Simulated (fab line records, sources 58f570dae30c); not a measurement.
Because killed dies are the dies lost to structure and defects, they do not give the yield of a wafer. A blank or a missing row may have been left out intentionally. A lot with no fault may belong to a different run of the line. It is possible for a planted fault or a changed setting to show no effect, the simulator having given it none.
fab line records / flow berkeley-cmos170
record: lots: 5 wafers: 15 last-day: 12
route steps=331 shown NVT@109 PVT@115
lots with no fault: from the same line, run without faults
start-h: the number of hours between the record's first day and the start of the first shown wafer of the lot / wait-h: hours from the lot's prior step to this one / " as in the row above / L1.1+2: one row covering several wafers at once / - value missing, or start not given / * or withheld: withheld / < > ~ a bound
route shown NAME@n: NAME is a module with steps in the file, n the number in the route of the first one / usual: average and standard deviation across the fault-free wafers / same: alike in all rows / chamber/n: place in a boat / sites: each site's reading / _std_site: the values' standard deviation / _edge_site: inner sites' mean taken away from outer sites' mean / radius-mm: how far each site lies from the wafer's centre / mask NAME#n: copy n / behind: the most recent tool/chamber to have shaped the wafer / hold: cause of the lot's hold/its duration in hours/its outcome / device: names the non-switching transistor (n, p or np) / end of line: tests of these same wafers at the route's end / for a step that has no rows: nothing shown but its recipe / killed: at the first sort, the dies lost to defects and structure; wafer yield is something else / map: dies across one wafer; x = killed, . = not, _ = none there
set.NAME: the setting as run; set.NAME@STEP: as run at that earlier step / model.NAME: the simulator's own value behind a step, which no gauge read
certain route steps with their lots: each step a table, each wafer a row
services: from which hour (start-h, from the record's first day; less than 0 if before it) a tool's chamber was out of use, for how many hours, and why
== steps ==
step: UCB170_NVT_DEVELOP_05
recipe: developer: TMAH develop-time-s: 45 resist: KrF dev-temp-c: 21
lot.wafer=L080.1+2+4 tool=litho-track-03 chamber=0 start-h=- wait-h=-
lot.wafer=L077.1+3+5 tool=litho-track-01 chamber=0 start-h=- wait-h=-
lot.wafer=L090.1+5+6 tool=litho-track-03 chamber=0 start-h=- wait-h=-
lot.wafer=L088.1+3+4 tool=litho-track-01 chamber=0 start-h=- wait-h=-
lot.wafer=L096.1+2+3 tool=litho-track-01 chamber=0 start-h=- wait-h=-
step: UCB170_NVT_OVL_MEAS_06
usual: NVT_OVL: -2/5.1
lot.wafer=L080.1 tool=overlay-02 chamber=- start-h=125.80 wait-h=- NVT_OVL[nm]=-2
lot.wafer=L080.2 tool=overlay-02 chamber=- start-h=125.80 wait-h=- NVT_OVL[nm]=-2
lot.wafer=L080.4 tool=overlay-02 chamber=- start-h=125.80 wait-h=- NVT_OVL[nm]=3
lot.wafer=L077.1 tool=overlay-02 chamber=- start-h=126.09 wait-h=- NVT_OVL[nm]=-3
lot.wafer=L077.3 tool=overlay-02 chamber=- start-h=126.09 wait-h=- NVT_OVL[nm]=2
lot.wafer=L077.5 tool=overlay-02 chamber=- start-h=126.09 wait-h=- NVT_OVL[nm]=-9
lot.wafer=L090.1 tool=overlay-02 chamber=- start-h=173.78 wait-h=- NVT_OVL[nm]=-2
lot.wafer=L090.5 tool=overlay-02 chamber=- start-h=173.78 wait-h=- NVT_OVL[nm]=3
lot.wafer=L090.6 tool=overlay-02 chamber=- start-h=173.78 wait-h=- NVT_OVL[nm]=-3
lot.wafer=L088.1 tool=overlay-01 chamber=- start-h=179.46 wait-h=- NVT_OVL[nm]=3
lot.wafer=L088.3 tool=overlay-01 chamber=- start-h=179.46 wait-h=- NVT_OVL[nm]=-1
lot.wafer=L088.4 tool=overlay-01 chamber=- start-h=179.46 wait-h=- NVT_OVL[nm]=4
lot.wafer=L096.1 tool=overlay-02 chamber=- start-h=215.27 wait-h=- NVT_OVL[nm]=-2
lot.wafer=L096.2 tool=overlay-02 chamber=- start-h=215.27 wait-h=- NVT_OVL[nm]=-6
lot.wafer=L096.3 tool=overlay-02 chamber=- start-h=215.27 wait-h=- NVT_OVL[nm]=-8
step: UCB170_NVT_IMPLANT_07
recipe: species: BF2 dose-cm2: 2.955e+12 energy-kev: 50 tilt-deg: 7
lot.wafer=L080.1+2+4 tool=implanter-01 chamber=0 start-h=125.83 wait-h=0.0
lot.wafer=L077.1+3+5 tool=implanter-01 chamber=0 start-h=126.13 wait-h=0.0
lot.wafer=L090.1+5+6 tool=implanter-02 chamber=0 start-h=173.81 wait-h=0.0
lot.wafer=L088.1+3+4 tool=implanter-02 chamber=0 start-h=179.50 wait-h=0.0
lot.wafer=L096.1+2+3 tool=implanter-01 chamber=0 start-h=215.31 wait-h=0.0
step: UCB170_NVT_STRIP_08
recipe: chemistry: O2 power-w: 400 pressure-mtorr: 3500 platen-temp-c: withheld o2-flow-sccm: 400 overash-fraction: 0.5
usual: chamber-pressure-mTorr: 3500/3.1 drypump-motor-current-A: 5.8/0.53 oes-product-au: 0.735/0.0044 strip-time-to-endpoint-s: 21.63/0.05
lot.wafer=L080.1 tool=plasma-asher-04 chamber=0 start-h=125.98 wait-h=0.1 chamber-pressure-mTorr=3502 drypump-motor-current-A=5.1 oes-product-au=0.735 rf-hours-counter-h=38 strip-time-to-endpoint-s=21.55
lot.wafer=L080.2 tool=plasma-asher-04 chamber=1 start-h=125.98 wait-h=0.1 chamber-pressure-mTorr=3495 drypump-motor-current-A=5.5 oes-product-au=0.736 rf-hours-counter-h=38 strip-time-to-endpoint-s=21.53
lot.wafer=L080.4 tool=plasma-asher-04 chamber=1 start-h=125.98 wait-h=0.1 chamber-pressure-mTorr=3498 drypump-motor-current-A=5.6 oes-product-au=0.731 rf-hours-counter-h=- strip-time-to-endpoint-s=21.62
lot.wafer=L077.1 tool=plasma-asher-04 chamber=1 start-h=126.28 wait-h=0.1 chamber-pressure-mTorr=3508 drypump-motor-current-A=5.5 oes-product-au=0.733 rf-hours-counter-h=38 strip-time-to-endpoint-s=21.66
lot.wafer=L077.3 tool=plasma-asher-04 chamber=1 start-h=126.28 wait-h=0.1 chamber-pressure-mTorr=3499 drypump-motor-current-A=5.5 oes-product-au=0.731 rf-hours-counter-h=- strip-time-to-endpoint-s=21.64
lot.wafer=L077.5 tool=plasma-asher-04 chamber=1 start-h=126.28 wait-h=0.1 chamber-pressure-mTorr=3500 drypump-motor-current-A=5.5 oes-product-au=0.733 rf-hours-counter-h=- strip-time-to-endpoint-s=21.58
lot.wafer=L090.1 tool=plasma-asher-02 chamber=1 start-h=173.99 wait-h=0.1 chamber-pressure-mTorr=3499 drypump-motor-current-A=6.5 oes-product-au=0.740 rf-hours-counter-h=51 strip-time-to-endpoint-s=21.64
lot.wafer=L090.5 tool=plasma-asher-02 chamber=1 start-h=173.99 wait-h=0.1 chamber-pressure-mTorr=3501 drypump-motor-current-A=6.5 oes-product-au=0.736 rf-hours-counter-h=- strip-time-to-endpoint-s=21.59
lot.wafer=L090.6 tool=plasma-asher-02 chamber=0 start-h=173.99 wait-h=0.1 chamber-pressure-mTorr=3503 drypump-motor-current-A=6.5 oes-product-au=0.733 rf-hours-counter-h=- strip-time-to-endpoint-s=21.59
lot.wafer=L088.1 tool=plasma-asher-04 chamber=0 start-h=179.65 wait-h=0.1 chamber-pressure-mTorr=3505 drypump-motor-current-A=5.1 oes-product-au=0.740 rf-hours-counter-h=43 strip-time-to-endpoint-s=21.71
lot.wafer=L088.3 tool=plasma-asher-04 chamber=0 start-h=179.65 wait-h=0.1 chamber-pressure-mTorr=3500 drypump-motor-current-A=5.1 oes-product-au=0.738 rf-hours-counter-h=- strip-time-to-endpoint-s=21.65
lot.wafer=L088.4 tool=plasma-asher-04 chamber=1 start-h=179.65 wait-h=0.1 chamber-pressure-mTorr=3500 drypump-motor-current-A=5.6 oes-product-au=0.733 rf-hours-counter-h=- strip-time-to-endpoint-s=21.70
lot.wafer=L096.1 tool=plasma-asher-03 chamber=0 start-h=215.46 wait-h=0.1 chamber-pressure-mTorr=3497 drypump-motor-current-A=5.9 oes-product-au=0.736 rf-hours-counter-h=11 strip-time-to-endpoint-s=21.67
lot.wafer=L096.2 tool=plasma-asher-03 chamber=1 start-h=215.46 wait-h=0.1 chamber-pressure-mTorr=3506 drypump-motor-current-A=5.4 oes-product-au=0.739 rf-hours-counter-h=11 strip-time-to-endpoint-s=21.59
lot.wafer=L096.3 tool=plasma-asher-03 chamber=0 start-h=215.46 wait-h=0.1 chamber-pressure-mTorr=3501 drypump-motor-current-A=5.9 oes-product-au=0.726 rf-hours-counter-h=- strip-time-to-endpoint-s=21.60
step: UCB170_NVT_TW_MEAS_09
usual: NVT_TW: 523/3.7
lot.wafer=L080.1 tool=film-metro-04 chamber=- start-h=126.08 wait-h=0.1 NVT_TW=524
lot.wafer=L080.2 tool=film-metro-04 chamber=- start-h=126.08 wait-h=0.1 NVT_TW=519
lot.wafer=L080.4 tool=film-metro-04 chamber=- start-h=126.08 wait-h=0.1 NVT_TW=520
lot.wafer=L077.1 tool=film-metro-01 chamber=- start-h=126.38 wait-h=0.1 NVT_TW=524
lot.wafer=L077.3 tool=film-metro-01 chamber=- start-h=126.38 wait-h=0.1 NVT_TW=522
lot.wafer=L077.5 tool=film-metro-01 chamber=- start-h=126.38 wait-h=0.1 NVT_TW=526
lot.wafer=L090.1 tool=film-metro-04 chamber=- start-h=174.09 wait-h=0.1 NVT_TW=524
lot.wafer=L090.5 tool=film-metro-04 chamber=- start-h=174.09 wait-h=0.1 NVT_TW=522
lot.wafer=L090.6 tool=film-metro-04 chamber=- start-h=174.09 wait-h=0.1 NVT_TW=525
lot.wafer=L088.1 tool=film-metro-04 chamber=- start-h=179.75 wait-h=0.1 NVT_TW=521
lot.wafer=L088.3 tool=film-metro-04 chamber=- start-h=179.75 wait-h=0.1 NVT_TW=516
lot.wafer=L088.4 tool=film-metro-04 chamber=- start-h=179.75 wait-h=0.1 NVT_TW=519
lot.wafer=L096.1 tool=film-metro-04 chamber=- start-h=215.56 wait-h=0.1 NVT_TW=521
lot.wafer=L096.2 tool=film-metro-04 chamber=- start-h=215.56 wait-h=0.1 NVT_TW=524
lot.wafer=L096.3 tool=film-metro-04 chamber=- start-h=215.56 wait-h=0.1 NVT_TW=522
step: UCB170_NVT_CLEAN_10
recipe: chemistry: SPM temp-c: 120 time-s: 600
lot.wafer=L080.1+2+4 tool=wet-bench-03 chamber=3 start-h=126.14 wait-h=0.1
lot.wafer=L077.1+3+5 tool=wet-bench-03 chamber=1 start-h=126.58 wait-h=0.2
lot.wafer=L090.1+5+6 tool=wet-bench-02 chamber=0 start-h=174.15 wait-h=0.1
lot.wafer=L088.1+3+4 tool=wet-bench-04 chamber=1 start-h=180.36 wait-h=0.6
lot.wafer=L096.1+2+3 tool=wet-bench-04 chamber=1 start-h=215.62 wait-h=0.1
step: UCB170_PVT_HMDS_00
recipe: prime-time-s: 60 prime-temp-c: 100
lot.wafer=L080.1+2+4 tool=litho-track-02 chamber=0 start-h=126.78 wait-h=0.5
lot.wafer=L077.1+3+5 tool=litho-track-02 chamber=0 start-h=127.23 wait-h=0.5
lot.wafer=L090.1+5+6 tool=litho-track-04 chamber=0 start-h=174.34 wait-h=0.0
lot.wafer=L088.1+3+4 tool=litho-track-02 chamber=0 start-h=181.03 wait-h=0.3
lot.wafer=L096.1+2+3 tool=litho-track-03 chamber=0 start-h=215.79 wait-h=0.0
step: UCB170_PVT_COAT_01
recipe: resist: KrF spin-rpm: 1500 resist-thk-nm: 900
usual: dispense-pressure-kPa: 50.2/2.6
lot.wafer=L080.1 tool=litho-track-02 chamber=0 start-h=126.93 wait-h=0.1 dispense-pressure-kPa=46.7
lot.wafer=L080.2 tool=litho-track-02 chamber=0 start-h=126.93 wait-h=0.1 dispense-pressure-kPa=46.7
lot.wafer=L080.4 tool=litho-track-02 chamber=0 start-h=126.93 wait-h=0.1 dispense-pressure-kPa=46.7
lot.wafer=L077.1 tool=litho-track-02 chamber=0 start-h=127.38 wait-h=0.1 dispense-pressure-kPa=46.7
lot.wafer=L077.3 tool=litho-track-02 chamber=0 start-h=127.38 wait-h=0.1 dispense-pressure-kPa=46.7
lot.wafer=L077.5 tool=litho-track-02 chamber=0 start-h=127.38 wait-h=0.1 dispense-pressure-kPa=46.7
lot.wafer=L090.1 tool=litho-track-04 chamber=0 start-h=174.49 wait-h=0.1 dispense-pressure-kPa=50.7
lot.wafer=L090.5 tool=litho-track-04 chamber=0 start-h=174.49 wait-h=0.1 dispense-pressure-kPa=50.7
lot.wafer=L090.6 tool=litho-track-04 chamber=0 start-h=174.49 wait-h=0.1 dispense-pressure-kPa=50.8
lot.wafer=L088.1 tool=litho-track-02 chamber=0 start-h=181.18 wait-h=0.1 dispense-pressure-kPa=46.6
lot.wafer=L088.3 tool=litho-track-02 chamber=0 start-h=181.18 wait-h=0.1 dispense-pressure-kPa=46.7
lot.wafer=L088.4 tool=litho-track-02 chamber=0 start-h=181.18 wait-h=0.1 dispense-pressure-kPa=46.7
lot.wafer=L096.1 tool=litho-track-03 chamber=0 start-h=215.94 wait-h=0.1 dispense-pressure-kPa=52.6
lot.wafer=L096.2 tool=litho-track-03 chamber=0 start-h=215.94 wait-h=0.1 dispense-pressure-kPa=52.6
lot.wafer=L096.3 tool=litho-track-03 chamber=0 start-h=215.94 wait-h=0.1 dispense-pressure-kPa=52.6
step: UCB170_PVT_SOFTBAKE_02
recipe: resist: KrF temp-c: 130 time-s: 60
lot.wafer=L080.1+2+4 tool=litho-track-02 chamber=0 start-h=127.08 wait-h=0.1
lot.wafer=L077.1+3+5 tool=litho-track-02 chamber=0 start-h=127.53 wait-h=0.1
lot.wafer=L090.1+5+6 tool=litho-track-04 chamber=0 start-h=174.64 wait-h=0.1
lot.wafer=L088.1+3+4 tool=litho-track-02 chamber=0 start-h=181.33 wait-h=0.1
lot.wafer=L096.1+2+3 tool=litho-track-03 chamber=0 start-h=216.09 wait-h=0.1
step: UCB170_PVT_EXPOSE_03
recipe: mask-id: NWELL target-cd-nm: 3000 na: 0.5 sigma-outer: 0.6 source-shape: conventional dose-mj: 30
usual: exposure-dose-mJ-cm2: 30.00/0.032
lot.wafer=L080.1 tool=krf-scanner-01 chamber=0 start-h=127.36 wait-h=0.2 mask=NWELL#0 exposure-dose-mJ-cm2=30.00
lot.wafer=L080.2 tool=krf-scanner-01 chamber=0 start-h=127.36 wait-h=0.2 mask=NWELL#0 exposure-dose-mJ-cm2=30.03
lot.wafer=L080.4 tool=krf-scanner-01 chamber=0 start-h=127.36 wait-h=0.2 mask=NWELL#0 exposure-dose-mJ-cm2=30.00
lot.wafer=L077.1 tool=krf-scanner-01 chamber=0 start-h=127.87 wait-h=0.3 mask=NWELL#0 exposure-dose-mJ-cm2=30.00
lot.wafer=L077.3 tool=krf-scanner-01 chamber=0 start-h=127.87 wait-h=0.3 mask=NWELL#0 exposure-dose-mJ-cm2=30.04
lot.wafer=L077.5 tool=krf-scanner-01 chamber=0 start-h=127.87 wait-h=0.3 mask=NWELL#0 exposure-dose-mJ-cm2=30.04
lot.wafer=L090.1 tool=krf-scanner-01 chamber=0 start-h=174.86 wait-h=0.2 mask=NWELL#0 exposure-dose-mJ-cm2=30.04
lot.wafer=L090.5 tool=krf-scanner-01 chamber=0 start-h=174.86 wait-h=0.2 mask=NWELL#0 exposure-dose-mJ-cm2=30.02
lot.wafer=L090.6 tool=krf-scanner-01 chamber=0 start-h=174.86 wait-h=0.2 mask=NWELL#0 exposure-dose-mJ-cm2=30.01
lot.wafer=L088.1 tool=krf-scanner-02 chamber=0 start-h=181.62 wait-h=0.3 mask=NWELL#0 exposure-dose-mJ-cm2=30.01
lot.wafer=L088.3 tool=krf-scanner-02 chamber=0 start-h=181.62 wait-h=0.3 mask=NWELL#0 exposure-dose-mJ-cm2=30.00
lot.wafer=L088.4 tool=krf-scanner-02 chamber=0 start-h=181.62 wait-h=0.3 mask=NWELL#0 exposure-dose-mJ-cm2=29.99
lot.wafer=L096.1 tool=krf-scanner-02 chamber=0 start-h=216.37 wait-h=0.2 mask=NWELL#0 exposure-dose-mJ-cm2=29.96
lot.wafer=L096.2 tool=krf-scanner-02 chamber=0 start-h=216.37 wait-h=0.2 mask=NWELL#0 exposure-dose-mJ-cm2=29.99
lot.wafer=L096.3 tool=krf-scanner-02 chamber=0 start-h=216.37 wait-h=0.2 mask=NWELL#0 exposure-dose-mJ-cm2=29.99
step: UCB170_PVT_PEB_04
recipe: peb-temp-c: 130 peb-time-s: withheld resist: KrF
lot.wafer=L080.1+2+4 tool=litho-track-03 chamber=0 start-h=127.96 wait-h=0.6
lot.wafer=L077.1+3+5 tool=litho-track-04 chamber=0 start-h=128.46 wait-h=0.6
lot.wafer=L090.1+5+6 tool=litho-track-03 chamber=0 start-h=175.23 wait-h=0.4
lot.wafer=L088.1+3+4 tool=litho-track-04 chamber=0 start-h=181.73 wait-h=0.1
lot.wafer=L096.1+2+3 tool=litho-track-02 chamber=0 start-h=216.54 wait-h=0.1
step: UCB170_PVT_DEVELOP_05
recipe: developer: TMAH develop-time-s: 45 resist: KrF dev-temp-c: 21
lot.wafer=L080.1+2+4 tool=litho-track-03 chamber=0 start-h=- wait-h=-
lot.wafer=L077.1+3+5 tool=litho-track-04 chamber=0 start-h=- wait-h=-
lot.wafer=L090.1+5+6 tool=litho-track-03 chamber=0 start-h=- wait-h=-
lot.wafer=L088.1+3+4 tool=litho-track-04 chamber=0 start-h=- wait-h=-
lot.wafer=L096.1+2+3 tool=litho-track-02 chamber=0 start-h=- wait-h=-
step: UCB170_PVT_OVL_MEAS_06
usual: PVT_OVL: -1/5.5
lot.wafer=L080.1 tool=overlay-02 chamber=- start-h=128.23 wait-h=- PVT_OVL[nm]=-8
lot.wafer=L080.2 tool=overlay-02 chamber=- start-h=128.23 wait-h=- PVT_OVL[nm]=2
lot.wafer=L080.4 tool=overlay-02 chamber=- start-h=128.23 wait-h=- PVT_OVL[nm]=-4
lot.wafer=L077.1 tool=overlay-01 chamber=- start-h=128.74 wait-h=- PVT_OVL[nm]=1
lot.wafer=L077.3 tool=overlay-01 chamber=- start-h=128.74 wait-h=- PVT_OVL[nm]=3
lot.wafer=L077.5 tool=overlay-01 chamber=- start-h=128.74 wait-h=- PVT_OVL[nm]=4
lot.wafer=L090.1 tool=overlay-02 chamber=- start-h=175.50 wait-h=- PVT_OVL[nm]=-6
lot.wafer=L090.5 tool=overlay-02 chamber=- start-h=175.50 wait-h=- PVT_OVL[nm]=-4
lot.wafer=L090.6 tool=overlay-02 chamber=- start-h=175.50 wait-h=- PVT_OVL[nm]=6
lot.wafer=L088.1 tool=overlay-02 chamber=- start-h=182.01 wait-h=- PVT_OVL[nm]=6
lot.wafer=L088.3 tool=overlay-02 chamber=- start-h=182.01 wait-h=- PVT_OVL[nm]=-3
lot.wafer=L088.4 tool=overlay-02 chamber=- start-h=182.01 wait-h=- PVT_OVL[nm]=3
lot.wafer=L096.1 tool=overlay-02 chamber=- start-h=216.81 wait-h=- PVT_OVL[nm]=-4
lot.wafer=L096.2 tool=overlay-02 chamber=- start-h=216.81 wait-h=- PVT_OVL[nm]=2
lot.wafer=L096.3 tool=overlay-02 chamber=- start-h=216.81 wait-h=- PVT_OVL[nm]=-12
step: UCB170_PVT_IMPLANT_07
recipe: species: P dose-cm2: 2e+12 energy-kev: 30 tilt-deg: 7
lot.wafer=L080.1+2+4 tool=implanter-01 chamber=0 start-h=128.27 wait-h=0.0
lot.wafer=L077.1+3+5 tool=implanter-01 chamber=0 start-h=128.78 wait-h=0.0
lot.wafer=L090.1+5+6 tool=implanter-01 chamber=0 start-h=175.54 wait-h=0.0
lot.wafer=L088.1+3+4 tool=implanter-04 chamber=0 start-h=182.04 wait-h=0.0
lot.wafer=L096.1+2+3 tool=implanter-01 chamber=0 start-h=216.85 wait-h=0.0
step: UCB170_PVT_STRIP_08
recipe: chemistry: O2 power-w: 400 pressure-mtorr: 3500 platen-temp-c: withheld o2-flow-sccm: 400 overash-fraction: 0.5
usual: chamber-pressure-mTorr: 3500.3/2.7 drypump-motor-current-A: 5.8/0.54 oes-product-au: 0.734/0.0044 strip-time-to-endpoint-s: 21.61/0.084
lot.wafer=L080.1 tool=plasma-asher-02 chamber=0 start-h=128.42 wait-h=0.1 chamber-pressure-mTorr=3498.9 drypump-motor-current-A=6.4 oes-product-au=0.738 rf-hours-counter-h=46 strip-time-to-endpoint-s=21.56
lot.wafer=L080.2 tool=plasma-asher-02 chamber=1 start-h=128.42 wait-h=0.1 chamber-pressure-mTorr=3504.4 drypump-motor-current-A=6.6 oes-product-au=0.736 rf-hours-counter-h=46 strip-time-to-endpoint-s=21.58
lot.wafer=L080.4 tool=plasma-asher-02 chamber=0 start-h=128.42 wait-h=0.1 chamber-pressure-mTorr=3505.9 drypump-motor-current-A=6.5 oes-product-au=0.739 rf-hours-counter-h=- strip-time-to-endpoint-s=21.47
lot.wafer=L077.1 tool=plasma-asher-03 chamber=1 start-h=128.93 wait-h=0.1 chamber-pressure-mTorr=3503.7 drypump-motor-current-A=5.4 oes-product-au=0.735 rf-hours-counter-h=1 strip-time-to-endpoint-s=21.68
lot.wafer=L077.3 tool=plasma-asher-03 chamber=1 start-h=128.93 wait-h=0.1 chamber-pressure-mTorr=3494.8 drypump-motor-current-A=5.4 oes-product-au=0.732 rf-hours-counter-h=- strip-time-to-endpoint-s=21.63
lot.wafer=L077.5 tool=plasma-asher-03 chamber=1 start-h=128.93 wait-h=0.1 chamber-pressure-mTorr=3498.5 drypump-motor-current-A=5.3 oes-product-au=0.739 rf-hours-counter-h=- strip-time-to-endpoint-s=21.62
lot.wafer=L090.1 tool=plasma-asher-03 chamber=1 start-h=175.69 wait-h=0.1 chamber-pressure-mTorr=3503.0 drypump-motor-current-A=5.3 oes-product-au=0.727 rf-hours-counter-h=6 strip-time-to-endpoint-s=21.73
lot.wafer=L090.5 tool=plasma-asher-03 chamber=1 start-h=175.69 wait-h=0.1 chamber-pressure-mTorr=3499.5 drypump-motor-current-A=5.4 oes-product-au=0.734 rf-hours-counter-h=- strip-time-to-endpoint-s=21.79
lot.wafer=L090.6 tool=plasma-asher-03 chamber=0 start-h=175.69 wait-h=0.1 chamber-pressure-mTorr=3496.9 drypump-motor-current-A=5.9 oes-product-au=0.727 rf-hours-counter-h=- strip-time-to-endpoint-s=21.71
lot.wafer=L088.1 tool=plasma-asher-01 chamber=1 start-h=182.19 wait-h=0.1 chamber-pressure-mTorr=3497.3 drypump-motor-current-A=5.8 oes-product-au=0.734 rf-hours-counter-h=43 strip-time-to-endpoint-s=21.81
lot.wafer=L088.3 tool=plasma-asher-01 chamber=1 start-h=182.19 wait-h=0.1 chamber-pressure-mTorr=3498.2 drypump-motor-current-A=5.8 oes-product-au=0.742 rf-hours-counter-h=- strip-time-to-endpoint-s=21.74
lot.wafer=L088.4 tool=plasma-asher-01 chamber=0 start-h=182.19 wait-h=0.1 chamber-pressure-mTorr=3502.5 drypump-motor-current-A=5.0 oes-product-au=0.733 rf-hours-counter-h=- strip-time-to-endpoint-s=21.81
lot.wafer=L096.1 tool=plasma-asher-02 chamber=1 start-h=217.00 wait-h=0.1 chamber-pressure-mTorr=3501.3 drypump-motor-current-A=6.6 oes-product-au=0.737 rf-hours-counter-h=55 strip-time-to-endpoint-s=21.57
lot.wafer=L096.2 tool=plasma-asher-02 chamber=0 start-h=217.00 wait-h=0.1 chamber-pressure-mTorr=3501.7 drypump-motor-current-A=6.5 oes-product-au=0.732 rf-hours-counter-h=55 strip-time-to-endpoint-s=21.47
lot.wafer=L096.3 tool=plasma-asher-02 chamber=0 start-h=217.00 wait-h=0.1 chamber-pressure-mTorr=3505.9 drypump-motor-current-A=6.5 oes-product-au=0.734 rf-hours-counter-h=- strip-time-to-endpoint-s=21.49
step: UCB170_PVT_TW_MEAS_09
usual: PVT_TW: 508.6/2.9
lot.wafer=L080.1 tool=film-metro-03 chamber=- start-h=128.52 wait-h=0.1 PVT_TW=510.7
lot.wafer=L080.2 tool=film-metro-03 chamber=- start-h=128.52 wait-h=0.1 PVT_TW=511.2
lot.wafer=L080.4 tool=film-metro-03 chamber=- start-h=128.52 wait-h=0.1 PVT_TW=510.2
lot.wafer=L077.1 tool=film-metro-03 chamber=- start-h=129.03 wait-h=0.1 PVT_TW=511.6
lot.wafer=L077.3 tool=film-metro-03 chamber=- start-h=129.03 wait-h=0.1 PVT_TW=511.7
lot.wafer=L077.5 tool=film-metro-03 chamber=- start-h=129.03 wait-h=0.1 PVT_TW=509.8
lot.wafer=L090.1 tool=film-metro-02 chamber=- start-h=175.79 wait-h=0.1 PVT_TW=510.0
lot.wafer=L090.5 tool=film-metro-02 chamber=- start-h=175.79 wait-h=0.1 PVT_TW=509.6
lot.wafer=L090.6 tool=film-metro-02 chamber=- start-h=175.79 wait-h=0.1 PVT_TW=509.4
lot.wafer=L088.1 tool=film-metro-03 chamber=- start-h=182.29 wait-h=0.1 PVT_TW=506.4
lot.wafer=L088.3 tool=film-metro-03 chamber=- start-h=182.29 wait-h=0.1 PVT_TW=509.5
lot.wafer=L088.4 tool=film-metro-03 chamber=- start-h=182.29 wait-h=0.1 PVT_TW=508.9
lot.wafer=L096.1 tool=film-metro-02 chamber=- start-h=217.10 wait-h=0.1 PVT_TW=508.9
lot.wafer=L096.2 tool=film-metro-02 chamber=- start-h=217.10 wait-h=0.1 PVT_TW=508.5
lot.wafer=L096.3 tool=film-metro-02 chamber=- start-h=217.10 wait-h=0.1 PVT_TW=509.1
== services ==
tool=implanter-04 chamber=- start-h=105.75 hours=1.2 kind=repair
tool=krf-scanner-01 chamber=- start-h=107.07 hours=0.8 kind=pm
tool=plasma-asher-03 chamber=- start-h=108.75 hours=9.0 kind=pm
tool=plasma-asher-03 chamber=0 start-h=108.75 hours=9.0 kind=vent-cycle
tool=plasma-asher-03 chamber=1 start-h=108.75 hours=9.0 kind=vent-cycle
tool=litho-track-04 chamber=- start-h=109.75 hours=- kind=consumable-replace:filter
tool=krf-scanner-01 chamber=- start-h=114.19 hours=1.0 kind=pm
tool=krf-scanner-02 chamber=- start-h=115.19 hours=1.0 kind=pm
tool=plasma-asher-03 chamber=0 start-h=117.75 hours=- kind=clean
tool=plasma-asher-03 chamber=1 start-h=117.75 hours=- kind=clean
tool=krf-scanner-01 chamber=- start-h=125.72 hours=1.3 kind=pm
tool=krf-scanner-01 chamber=0 start-h=136.61 hours=- kind=calibration
tool=plasma-asher-01 chamber=- start-h=145.87 hours=6.6 kind=repair
tool=krf-scanner-02 chamber=0 start-h=150.06 hours=- kind=calibration
tool=krf-scanner-02 chamber=- start-h=151.07 hours=0.2 kind=repair
tool=wet-bench-03 chamber=- start-h=160.94 hours=4.4 kind=pm
tool=krf-scanner-02 chamber=- start-h=169.15 hours=0.8 kind=pm
tool=krf-scanner-02 chamber=- start-h=175.54 hours=1.3 kind=pm
tool=implanter-04 chamber=- start-h=183.50 hours=0.5 kind=repair
tool=krf-scanner-02 chamber=- start-h=195.90 hours=1.7 kind=repair
tool=plasma-asher-02 chamber=- start-h=204.21 hours=5.4 kind=repair
tool=plasma-asher-01 chamber=- start-h=209.15 hours=2.3 kind=repair
tool=plasma-asher-04 chamber=- start-h=214.87 hours=0.4 kind=repair
== key ==
fault none
